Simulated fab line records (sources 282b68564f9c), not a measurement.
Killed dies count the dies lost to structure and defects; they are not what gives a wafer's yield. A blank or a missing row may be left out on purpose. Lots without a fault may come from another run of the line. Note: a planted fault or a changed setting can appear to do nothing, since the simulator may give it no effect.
A struck lot beside a sound one || flow rit cmos || 17 steps out of a route of 202
Sound: these wafers, L863.4, L863.5, L863.6. Wafers L870.1, L870.5, L870.6 were the ones struck. Last of all comes the cause.
Each step with rows lists, per side, the tool, then ch with its chambers, then its first start. Under that, the readings that differ: sound wafers || struck wafers || difference of the means || sigmas: that difference in standard deviations of wafers without a fault.
alike: same words and numbers on both sides, and readings whose means sit less than 2 such deviations apart. not compared: any withheld reading, any reading some wafer has no value for, any bound like >300 that may hide the same value, and any number with overlapping values for which the record gives no deviation.
Wherever a step has rows on one side only, a row that says differs or no value, or a row with sigmas, the two part there. Numbers that don't overlap but have no deviation are shown without sigmas and don't part them. A reading that every wafer of one side lacks parts them only if that side has two wafers or more.

first, 1 step without rows for these wafers: RIT_PSD_IMPLANT_08.
RIT_PSD_STRIP_09: strips in O2, time 180 s.
  sound on plasma asher-01 ch 0,1, day 4 00:49; struck on plasma asher-02 ch 0,1, day 5 07:40
  alike: chamber pressure mTorr, drypump motor current A
  not compared: rf hours counter h
RIT_PSD_TW_MEAS_10:
  sound on film metro-03, day 4 00:58; struck on film metro-01, day 5 07:50
  alike: PSD_TW
then, 3 steps without rows for these wafers: RIT_SDANNEAL_CLEAN_00 (cleans in SC1, time 600 s); RIT_SDANNEAL_CLEAN_01 (cleans in dHF, time 30 s); RIT_SDANNEAL_CLEAN_02 (cleans in SC2, time 600 s).
RIT_SDANNEAL_RTA_03: time 5 s.
  sound on rtp anneal-02 ch 0, day 4 01:25; struck on rtp anneal-02 ch 0, day 5 08:16
  alike: anneal temp c max, wafer_temp_C_max
RIT_SDANNEAL_RS_MEAS_04: a four-point-probe measurement.
  sound on film metro-04, day 4 01:31; struck on film metro-04, day 5 08:19
  alike: PSD_RS
RIT_SDANNEAL_RS_MEAS_05: a four-point-probe measurement.
  sound on film metro-04, day 4 01:38; struck on film metro-04, day 5 08:26
  alike: NSD_RS
RIT_SDANNEAL_RS_MEAS_06: a four-point-probe measurement.
  sound on film metro-04, day 4 01:45; struck on film metro-04, day 5 08:34
{"reading": "PLDD_RS (ohm/sq)", "sound": "179.1 179.2 179.4", "struck": "178.2 178.2 178.3", "difference": -1.0, "sigmas": -2}
RIT_SDANNEAL_RS_MEAS_07: a four-point-probe measurement.
  sound on film metro-04, day 4 01:52; struck on film metro-04, day 5 08:41
{"reading": "NLDD_RS (ohm/sq)", "sound": "150.7 150.4 151.4", "struck": "151.7 151.8 151.8", "difference": "+0.9", "sigmas": "+2"}
then, 1 step without rows for these wafers: RIT_SILICIDE_WET_ETCH_00 (etches SiO2 in BOE, target depth 14 nm, time 15 s).
RIT_SILICIDE_SPUTTER_01: material Ti, target thk 30 nm, time 240 s.
  sound on pvd sputter-03, day 4 01:57; struck on pvd sputter-04, day 5 08:49
{"reading": "model.Ti_of_SILICIDE_SPUTTER_01.thk nm (nm)", "sound": "30.3 29.94 30.28", "struck": "43.83 43.61 43.52", "difference": "+13.48", "sigmas": ""}
  alike: throttle valve pct
RIT_SILICIDE_RS_MEAS_02: a four-point-probe measurement.
  sound on film metro-03, day 4 02:10; struck on film metro-02, day 5 08:58
{"reading": "SILICIDE_TI_RS (ohm/sq)", "sound": "47.3 48.0 47.2", "struck": "30.0 30.1 30.2", "difference": -17.4, "sigmas": -25}
RIT_SILICIDE_THK_MEAS_03: measures by xrf.
  sound on film metro-03, day 4 02:15; struck on film metro-02, day 5 09:05
{"reading": "SILICIDE_TI_THK (nm)", "sound": "30.5 30.2 30.5", "struck": "44.1 44.0 43.7", "difference": "+13.5", "sigmas": "+37"}
RIT_SILICIDE_RTA_04: time 10 s, ramp up 5 s, ramp down 5 s.
  sound on rtp anneal-01 ch 0, day 4 02:19; struck on rtp anneal-01 ch 0, day 5 09:08
  alike: anneal temp c max, wafer_temp_C_max
RIT_M1_PROBE_99:
  sound on prober-01, day 4 09:00; struck on prober-01, day 5 16:01
{"reading": "model.etest.npoly line.line ohm um", "sound": "160.2 159.2 154.2", "struck": "142.3 146.4 146.5", "difference": -12.8, "sigmas": ""}
{"reading": "model.etest.contact nplus.end ohm um", "sound": "42.2 41.36 41.63", "struck": "62.56 59.54 61.61", "difference": "+19.51", "sigmas": ""}
{"reading": "model.etest.ppoly line.line ohm um", "sound": "156.8 155.1 149.3", "struck": "140.8 142.2 138.7", "difference": -13.2, "sigmas": ""}
{"reading": "model.etest.contact pplus.end ohm um", "sound": "43.98 43.61 44.36", "struck": "63.29 62.43 64.27", "difference": "+19.35", "sigmas": ""}
{"reading": "model.etest.ppoly line.width nm (nm)", "sound": "105.9 106.4 108.3", "struck": "95.55 94.55 95.28", "difference": -11.74, "sigmas": ""}
{"reading": "model.etest.npoly line.width nm (nm)", "sound": "104.9 106.7 107.7", "struck": "94.96 93.94 94.12", "difference": -12.09, "sigmas": ""}
  alike: killed at front end, killed dies, killed open, killed short
  not compared: model.etest.nmos_0p3.r on ohm um, model.etest.nmos_0p15.r on ohm um

## WHERE THEY PART
Last at RIT_SILICIDE_THK_MEAS_03 as far as this record goes, first at RIT_SDANNEAL_RS_MEAS_06. Later steps at which nothing parts them and some readings are alike: RIT_SILICIDE_RTA_04, RIT_M1_PROBE_99.

WHY: what the simulator had put in
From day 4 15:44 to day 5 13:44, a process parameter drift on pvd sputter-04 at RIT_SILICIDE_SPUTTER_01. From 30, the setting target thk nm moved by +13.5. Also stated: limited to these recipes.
